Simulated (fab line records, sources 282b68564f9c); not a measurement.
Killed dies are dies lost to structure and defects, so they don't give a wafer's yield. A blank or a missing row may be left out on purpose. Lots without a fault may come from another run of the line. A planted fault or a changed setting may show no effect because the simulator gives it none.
fab line records | flow rit_cmos
record lots=6 wafers=18 last_day=7
route steps=202 shown ACTIVE@2 FOX1@20 FOX2@23 M1@202
lots that met no fault: from a run of the same line without faults
start_h: hours from the record's first day to the start of the lot's first wafer shown | wait_h: hours since the lot's step before | " the same as in the row above | L1.1+2: a row that stands for several wafers | - no value, or no start given | * or withheld: withheld | < > ~ a bound
route shown NAME@n: a module of which the file shows steps, and the number in the route of the first | usual: mean/standard deviation of fault-free wafers | same: alike in all rows | chamber/n: place in a boat | sites: the reading at each site | _std_site: their standard deviation | _edge_site: outer sites' mean less inner sites' | radius_mm: how far each site lies from the wafer's centre | mask NAME#n: copy n | behind: the tool/chamber that last shaped the wafer | hold: why the lot was held/for how many hours/how that ended | device: the transistor (n, p or np) that didn't switch | end of line: the same wafers' tests at the end of the route | a step without rows: its recipe alone | killed: dies lost to structure and defects at the first sort, not the wafer's yield | map: a wafer's dies, x killed, . not, _ none there
set.NAME: the setting as run; set.NAME@STEP: as run at that earlier step | model.NAME: the simulator's own value behind a step, which no gauge read
lots at some steps of the route; a table a step, a row a wafer
services: from which hour (start_h, from the record's first day; less than 0 if before it) a tool's chamber was out of use, for how many hours, and why
## steps
# step RIT_ACTIVE_OXIDATION_01
# recipe temp_c=1000 ambient=O2 target_thk_a=468 ox_time_s=3360
# step RIT_ACTIVE_THK_MEAS_02
# recipe reads=SiO2_of_ACTIVE_OXIDATION_01
# usual ACTIVE_OXIDE_THK=46.6/0.8
# columns lot.wafer tool chamber start_h wait_h ACTIVE_OXIDE_THK[nm]
L694.2 film_metro-04 - 52.06 0.0 47.4
L694.3 " - " " 48.1
L694.5 " - " " 47.1
L695.2 film_metro-04 - 57.95 0.0 46.8
L695.3 " - " " 46.9
L695.5 " - " " 46.2
L699.3 film_metro-02 - 77.92 0.0 44.9
L699.5 " - " " 45.5
L699.6 " - " " 45.4
L702.1 film_metro-03 - 92.88 0.0 45.7
L702.3 " - " " 46.6
L702.4 " - " " 46.3
L703.1 film_metro-04 - 99.10 0.0 46.0
L703.3 " - " " 46.2
L703.5 " - " " 45.6
L708.1 film_metro-02 - 122.05 0.0 47.3
L708.3 " - " " 47.1
L708.4 " - " " 47.9
# step RIT_ACTIVE_CVD_03
# recipe material=Si3N4 target_thk_nm=150 temp_c=810 precursor=SiH2Cl2/NH3 time_s=1500 pressure_mtorr=300 sih2cl2_flow_sccm=60 nh3_flow_sccm=150
# step RIT_ACTIVE_THK_MEAS_04
# recipe reads=Si3N4_of_ACTIVE_CVD_03
# usual ACTIVE_NITRIDE_THK=150.0/1.3
# columns lot.wafer tool chamber start_h wait_h ACTIVE_NITRIDE_THK[nm]
L694.2 film_metro-02 - 53.54 0.0 150.0
L694.3 " - " " 150.0
L694.5 " - " " 149.3
L695.2 film_metro-04 - 59.43 0.0 150.9
L695.3 " - " " 150.9
L695.5 " - " " 152.1
L699.3 film_metro-03 - 79.39 0.0 152.2
L699.5 " - " " 151.4
L699.6 " - " " 152.6
L702.1 film_metro-02 - 94.35 0.0 147.0
L702.3 " - " " 147.5
L702.4 " - " " 148.3
L703.1 film_metro-04 - 100.58 0.0 149.8
L703.3 " - " " 151.6
L703.5 " - " " 151.1
L708.1 film_metro-02 - 123.53 0.0 151.4
L708.3 " - " " 150.6
L708.4 " - " " 152.6
# step RIT_ACTIVE_HMDS_05
# recipe prime_time_s=60 prime_temp_c=140
# step RIT_ACTIVE_COAT_06
# recipe resist=NOVOLAK spin_rpm=3250 resist_thk_nm=1000
# step RIT_ACTIVE_SOFTBAKE_07
# recipe resist=NOVOLAK temp_c=90 time_s=60
# step RIT_ACTIVE_EXPOSE_08
# recipe mask_id=M1 na=0.6 source_shape=conventional sigma_outer=0.6 target_cd_nm=1400 dose_mj=229
# step RIT_ACTIVE_PEB_09
# recipe resist=NOVOLAK temp_c=withheld time_s=withheld
# step RIT_ACTIVE_DEVELOP_10
# recipe resist=NOVOLAK develop_time_s=50 dev_temp_c=23
# step RIT_ACTIVE_CD_MEAS_11
# recipe target_cd_nm=1400
# usual cd_nm=1399.6/2.4
# columns lot.wafer tool chamber start_h wait_h cd_nm
L694.2 cd_sem-02 - 54.46 - 1403.5
L694.3 " - " " 1399.5
L694.5 " - " " 1400.4
L695.2 cd_sem-01 - 60.35 - 1401.8
L695.3 " - " " 1402.6
L695.5 " - " " 1401.7
L699.3 cd_sem-01 - 80.32 - 1399.6
L699.5 " - " " 1398.1
L699.6 " - " " 1399.5
L702.1 cd_sem-02 - 95.44 - 1401.5
L702.3 " - " " 1402.3
L702.4 " - " " 1401.9
L703.1 cd_sem-01 - 101.56 - 1397.5
L703.3 " - " " 1397.8
L703.5 " - " " 1397.9
L708.1 cd_sem-02 - 124.47 - 1402.7
L708.3 " - " " 1401.7
L708.4 " - " " 1403.9
# step RIT_ACTIVE_HARDBAKE_12
# recipe resist=NOVOLAK temp_c=140 time_s=60
# step RIT_ACTIVE_ETCH_13
# recipe stop_on=SiO2 chemistry=SF6 target=Si3N4 time_s=210 over_etch_frac=0.4 SF6_flow_sccm=200 pressure_mtorr=260 rf_w=125 target_depth_a=2100
# usual drypump_motor_current_A=5.52/0.28 oes_product_au=0.819/0.013 over_etch_frac=0.4/0 throttle_valve_pct=7.50/0.12
# same time_s=210
# columns lot.wafer tool chamber start_h wait_h drypump_motor_current_A oes_product_au over_etch_frac rf_hours_counter_h throttle_valve_pct model.NOVOLAK_of_ACTIVE_COAT_06.thk_nm model.SiO2_of_ACTIVE_OXIDATION_01.thk_nm model.ACTIVE.feature_depth_nm
L694.2 rie_diel-01 0 54.71 0.1 6.07 0.821 0.4 163 7.46 652.2 47.33 150
L694.3 " 2 " " 5.51 0.809 0.4 98 7.44 655.4 47.59 150.4
L694.5 " 0 " " 6.04 0.824 0.4 - 7.46 658.9 47.17 149.5
L695.2 rie_diel-04 2 60.60 0.1 5.62 0.816 0.4 150 7.54 660.3 46.84 151
L695.3 " 3 " " 5.33 0.825 0.4 28 7.43 658.5 46.99 150.8
L695.5 " 1 " " 5.72 0.826 0.4 - 7.65 656.5 46.24 152.1
L699.3 rie_diel-04 2 80.55 0.1 5.61 0.821 0.4 150 7.52 658 44.84 152.4
L699.5 " 2 " " 5.61 0.821 0.4 - 7.53 657.6 45.51 151.4
L699.6 " 1 " " 5.71 0.805 0.46631 - 7.62 644.9 42.57 155.4
L702.1 rie_diel-01 2 95.71 0.1 5.50 0.803 0.4 99 7.43 650.7 45.24 147.6
L702.3 " 3 " " 5.28 0.806 0.4 1 7.66 655.3 46.24 148.1
L702.4 " 1 " " 5.23 0.794 0.4 55 7.30 646.8 45.07 149.7
L703.1 rie_diel-04 1 101.83 0.1 5.72 0.810 0.46631 120 7.63 649.1 43.22 152.5
L703.3 " 2 " " 5.61 0.818 0.4 151 7.54 658.5 46.22 151.5
L703.5 " 1 " " 5.71 0.813 0.46631 - 7.63 651.3 42.97 153.9
L708.1 rie_diel-01 3 124.74 0.1 5.28 0.822 0.4 1 7.67 660.5 46.79 151.9
L708.3 " 2 " " 5.51 0.814 0.4 99 7.45 659.8 46.58 151.2
L708.4 " 1 " " 5.25 0.800 0.4 55 7.30 654.1 46.66 153.7
# step RIT_ACTIVE_STRIP_14
# recipe chemistry=O2 time_s=180 resist=NOVOLAK platen_temp_c=withheld power_w=500 pressure_mtorr=4000 o2_flow_sccm=4000
# usual drypump_motor_current_A=5.5/0.42
# same time_s=180
# columns lot.wafer tool chamber start_h wait_h drypump_motor_current_A rf_hours_counter_h
L694.2 plasma_asher-02 1 54.84 0.1 6.1 39
L694.3 " 1 " " 6.1 -
L694.5 " 1 " " 6.1 -
L695.2 plasma_asher-03 1 60.73 0.1 6.0 41
L695.3 " 0 " " 5.5 -
L695.5 " 0 " " 5.5 -
L699.3 plasma_asher-02 0 80.74 0.1 5.3 -
L699.5 " 1 " " 6.2 -
L699.6 " 0 " " 5.3 -
L702.1 plasma_asher-01 0 95.84 0.1 4.9 45
L702.3 " 0 " " 4.9 -
L702.4 " 1 " " 5.4 -
L703.1 plasma_asher-01 1 101.96 0.1 5.4 45
L703.3 " 0 " " 4.9 -
L703.5 " 0 " " 4.9 -
L708.1 plasma_asher-03 1 124.87 0.1 6.0 48
L708.3 " 0 " " 5.5 -
L708.4 " 1 " " 6.0 -
# step RIT_ACTIVE_CD_MEAS_90
# recipe target_cd_nm=1400
# usual cd_nm=1399.7/2.5
# columns lot.wafer tool chamber start_h wait_h cd_nm
L694.2 cd_sem-02 - 55.04 0.1 1403.6
L694.3 " - " " 1399.1
L694.5 " - " " 1401.0
L695.2 cd_sem-02 - 60.92 0.1 1401.7
L695.3 " - " " 1403.0
L695.5 " - " " 1402.0
L699.3 cd_sem-01 - 80.90 0.1 1399.9
L699.5 " - " " 1398.7
L699.6 " - " " 1399.1
L702.1 cd_sem-01 - 96.02 0.1 1401.6
L702.3 " - " " 1402.7
L702.4 " - " " 1402.1
L703.1 cd_sem-02 - 102.13 0.1 1397.5
L703.3 " - " " 1397.7
L703.5 " - " " 1397.8
L708.1 cd_sem-01 - 125.05 0.1 1403.1
L708.3 " - " " 1401.2
L708.4 " - " " 1404.3
# step RIT_ACTIVE_CLEAN_15
# recipe chemistry=SC1 mix=3:3:50 time_s=600 temp_c=75
# step RIT_ACTIVE_CLEAN_16
# recipe chemistry=dHF dilution=50:1 time_s=30
# step RIT_ACTIVE_CLEAN_17
# recipe chemistry=SC2 mix=3:3:50 time_s=600 temp_c=75 dry=n2_spin
# step RIT_FOX1_OXIDATION_00
# recipe temp_c=1100 ambient=H2O target_thk_a=3507 p_h2o_torr=720 ox_time_s=1130
# step RIT_FOX1_THK_MEAS_01
# recipe reads=SiO2_of_FOX1_OXIDATION_00
# usual FOX1_OXIDE_THK=348/7.5
# columns lot.wafer tool chamber start_h wait_h FOX1_OXIDE_THK[nm]
L694.2 film_metro-03 - 57.80 0.0 338
L694.3 " - " " 340
L694.5 " - " " 337
L695.2 film_metro-01 - 63.82 0.0 345
L695.3 " - " " 353
L695.5 " - " " 357
L699.3 film_metro-01 - 84.39 0.0 352
L699.5 " - " " 353
L699.6 " - " " 354
L702.1 film_metro-01 - 100.66 0.0 340
L702.3 " - " " 338
L702.4 " - " " 341
L703.1 film_metro-04 - 103.95 0.0 342
L703.3 " - " " 332
L703.5 " - " " 338
L708.1 film_metro-01 - 129.70 0.0 356
L708.3 " - " " 357
L708.4 " - " " 360
# step RIT_FOX1_WET_ETCH_02
# recipe chemistry=BOE target_depth_nm=350 time_s=390 temp_c=21.5 dry=n2_spin dilution=10:1 target=SiO2
# step RIT_FOX2_OXIDATION_00
# recipe temp_c=1092 ambient=H2O target_thk_a=3507 p_h2o_torr=720 ox_time_s=1130
# step RIT_FOX2_THK_MEAS_01
# recipe reads=SiO2_of_FOX2_OXIDATION_00
# usual FOX2_OXIDE_THK=336/6.7
# columns lot.wafer tool chamber start_h wait_h FOX2_OXIDE_THK[nm]
L694.2 film_metro-02 - 59.30 0.0 341
L694.3 " - " " 331
L694.5 " - " " 331
L695.2 film_metro-04 - 67.90 0.1 337
L695.3 " - " " 343
L695.5 " - " " 341
L699.3 film_metro-01 - 85.88 0.0 343
L699.5 " - " " 347
L699.6 " - " " 346
L702.1 film_metro-02 - 102.16 0.0 335
L702.3 " - " " 338
L702.4 " - " " 336
L703.1 film_metro-01 - 105.44 0.0 328
L703.3 " - " " 327
L703.5 " - " " 329
L708.1 film_metro-01 - 131.19 0.0 343
L708.3 " - " " 340
L708.4 " - " " 344
# step RIT_FOX2_CLEAN_02
# recipe chemistry=dHF dilution=50:1 time_s=180
# step RIT_FOX2_WET_ETCH_03
# recipe chemistry=H3PO4 target=Si3N4 target_depth_nm=195 temp_c=165 time_s=2700
# usual bath_guard_temp_C=165.3/0.57 bath_heat_duty_pct=27/3.2
# same time_s=2700
# columns lot.wafer tool chamber start_h wait_h bath_guard_temp_C bath_heat_duty_pct model.SiO2_of_ACTIVE_OXIDATION_01.thk_nm
L694.2 wet_bench-04 2 59.41 0.0 164.7 33 41.89
L694.3 " 2 " " 164.8 30 42.14
L694.5 " 2 " " 164.8 30 41.75
L695.2 wet_bench-02 2 68.01 0.0 165.7 23 41.37
L695.3 " 2 " " 166.2 22 41.5
L695.5 " 2 " " 166.1 22 40.82
L699.3 wet_bench-03 3 85.98 0.0 165.7 25 39.87
L699.5 " 3 " " 166.2 25 40.47
L699.6 " 3 " " 166.0 24 37.87
L702.1 wet_bench-03 0 102.27 0.0 165.1 27 40.39
L702.3 " 0 " " 165.5 29 41.28
L702.4 " 0 " " 165.3 26 40.23
L703.1 wet_bench-04 1 105.56 0.0 165.8 24 38.59
L703.3 " 1 " " 165.8 24 41.24
L703.5 " 1 " " 166.1 25 38.33
L708.1 wet_bench-03 0 131.30 0.0 165.1 28 41.79
L708.3 " 0 " " 165.2 26 41.56
L708.4 " 0 " " 165.2 26 41.65
# step RIT_FOX2_THK_MEAS_90
# recipe reads=SiO2_of_FOX2_OXIDATION_00
# usual FIELD_OXIDE_LEFT_1_THK=308/6.8
# columns lot.wafer tool chamber start_h wait_h FIELD_OXIDE_LEFT_1_THK[nm]
L694.2 film_metro-02 - 60.24 0.0 313
L694.3 " - " " 303
L694.5 " - " " 303
L695.2 film_metro-02 - 68.78 0.0 310
L695.3 " - " " 315
L695.5 " - " " 314
L699.3 film_metro-01 - 86.76 0.0 315
L699.5 " - " " 320
L699.6 " - " " 319
L702.1 film_metro-04 - 103.03 0.0 308
L702.3 " - " " 311
L702.4 " - " " 309
L703.1 film_metro-04 - 106.32 0.0 302
L703.3 " - " " 301
L703.5 " - " " 303
L708.1 film_metro-04 - 132.06 0.0 315
L708.3 " - " " 313
L708.4 " - " " 318
# step RIT_M1_PROBE_99
# usual killed_at_contacts=0.1/0.27 killed_at_front_end=7/3.3 killed_dies=7/3.3 killed_open=3.5/2 killed_short=3.8/2.2
# same gross_dies=264 killed_at_M0_to_M3=0 killed_at_M4_up=0 killed_at_back_side=0 killed_at_other=0
# columns lot.wafer tool chamber start_h wait_h killed_at_contacts killed_at_front_end killed_dies killed_open killed_short
L694.2 prober-02 - 99.97 0.1 0 11 11 1 10
L694.3 prober-02 - 100.02 0.2 0 12 12 7 5
L694.5 prober-02 - 100.12 0.2 0 7 7 2 5
L695.2 prober-01 - 107.63 0.1 0 6 6 3 3
L695.3 prober-01 - 107.68 0.2 0 4 4 1 3
L695.5 prober-01 - 107.78 0.2 1 8 9 5 4
L702.1 prober-02 - 143.54 0.1 0 7 7 3 4
L702.3 prober-02 - 143.64 0.2 0 13 13 3 10
L702.4 prober-02 - 143.69 0.2 0 7 7 2 5
L703.1 prober-01 - 145.04 0.1 0 13 13 5 8
L703.3 prober-01 - 145.14 0.2 0 6 6 4 2
L703.5 prober-01 - 145.24 0.2 0 1 1 1 0
L708.1 prober-02 - 173.35 0.1 0 7 7 3 4
L708.3 prober-02 - 173.45 0.2 0 9 9 4 5
L708.4 prober-02 - 173.50 0.2 0 8 8 2 6
# killed by level:class
L694.2 GATE:geometric_particle:short=8 SPACER:geometric_particle:short=1 SPACER:geometric_particle:open=1 SILICIDE:geometric_particle:short=1
L694.3 GATE:geometric_particle:short=4 GATE:geometric_particle:open=3 FOX1:geometric_particle:open=1 REOX:geometric_particle:open=1 SPACER:geometric_particle:open=1 SPACER:geometric_particle:short=1 SILICIDE:geometric_particle:open=1
L694.5 GATE:geometric_particle:short=4 FOX1:geometric_particle:open=1 GATE:geometric_particle:open=1 SPACER:geometric_particle:short=1
L695.2 FOX1:geometric_particle:short=1 FOX1:geometric_particle:open=1 FOX2:geometric_particle:open=1 GATE:geometric_particle:short=1 SPACER:geometric_particle:open=1 SILICIDE:geometric_particle:short=1
L695.3 FOX2:geometric_particle:short=2 SPACER:geometric_particle:short=1 SILICIDE:geometric_particle:open=1
L695.5 FOX1:geometric_particle:open=2 FOX1:geometric_particle:short=1 GATE:geometric_particle:open=1 GATE:geometric_particle:short=1 REOX:geometric_particle:short=1 REOX:geometric_particle:open=1 SPACER:geometric_particle:open=1 CONTACT:geometric_particle:short=1
L702.1 GATE:geometric_particle:short=3 FOX1:geometric_particle:open=1 FOX2:geometric_particle:open=1 SPACER:geometric_particle:short=1 SPACER:geometric_particle:open=1
L702.3 GATE:geometric_particle:short=4 SILICIDE:geometric_particle:short=2 FOX1:geometric_particle:short=1 FOX2:geometric_particle:open=1 FOX2:geometric_particle:short=1 REOX:geometric_particle:short=1 REOX:geometric_particle:open=1 SPACER:geometric_particle:short=1
L702.4 GATE:geometric_particle:short=4 GATE:geometric_particle:open=2 REOX:geometric_particle:short=1
L703.1 FOX1:geometric_particle:open=3 FOX1:geometric_particle:short=3 GATE:geometric_particle:short=2 SILICIDE:geometric_particle:short=2 FOX2:geometric_particle:open=1 REOX:geometric_particle:short=1 SPACER:geometric_particle:open=1
L703.3 FOX1:geometric_particle:open=3 FOX1:geometric_particle:short=1 SPACER:geometric_particle:open=1 SILICIDE:geometric_particle:short=1
L703.5 FOX1:geometric_particle:open=1
L708.1 SPACER:geometric_particle:short=2 FOX2:geometric_particle:open=1 GATE:geometric_particle:open=1 GATE:geometric_particle:short=1 REOX:geometric_particle:open=1 SILICIDE:geometric_particle:short=1
L708.3 FOX1:geometric_particle:open=3 GATE:geometric_particle:short=3 FOX1:geometric_particle:short=1 SILICIDE:geometric_particle:open=1 SILICIDE:geometric_particle:short=1
L708.4 SPACER:geometric_particle:open=2 SPACER:geometric_particle:short=2 SILICIDE:geometric_particle:short=2 FOX1:geometric_particle:short=1 GATE:geometric_particle:short=1
## services
# columns tool chamber start_h hours kind
rie_diel-01 3 42.68 - clean
rie_diel-01 3 42.68 13.3 scheduled_down
rie_diel-01 3 42.68 13.3 vent_cycle
plasma_asher-03 - 45.49 2.8 repair
rie_diel-01 0 73.65 - clean
rie_diel-01 0 73.65 18.6 scheduled_down
rie_diel-01 0 73.65 18.6 vent_cycle
plasma_asher-03 - 78.11 4.9 repair
rie_diel-01 2 79.10 2.7 repair
rie_diel-04 2 96.80 4.1 repair
plasma_asher-02 - 108.75 9.0 pm
plasma_asher-02 0 108.75 9.0 vent_cycle
plasma_asher-02 1 108.75 9.0 vent_cycle
plasma_asher-02 0 117.75 - clean
plasma_asher-02 1 117.75 - clean
rie_diel-04 3 126.70 1.5 repair
## key
first_sign step=RIT_ACTIVE_ETCH_13 reading=over_etch_frac direction=up sigmas=99+ usual=0.4 struck=0.46631
effect none on later readings
model_effect step=RIT_ACTIVE_ETCH_13 value=NOVOLAK_of_ACTIVE_COAT_06.thk_nm without=659.1 struck=648.4
model_effect step=RIT_FOX2_WET_ETCH_03 value=SiO2_of_ACTIVE_OXIDATION_01.thk_nm without=40.7 struck=38.26
met_at RIT_ACTIVE_ETCH_13
struck_wafers L699.6,L703.1,L703.5
tester_left_out L699,L703
onset_between 60.60 80.55
fault kind=process_parameter_drift tool=rie_diel-04 chamber=1 onset_h=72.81 steps=RIT_ACTIVE_ETCH_13 channel=over_etch_frac offset=0.066309 shape=step end_h=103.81 acts_in=these_recipes_only stated=0.4
# tester_left_out: of these lots the tester's yield and bins aren't shown, on N5 and GAA mostly nor the transistor test; their killed dies are dies lost to structure and defects alone, not to doping, threshold or leakage, so they don't give the yield
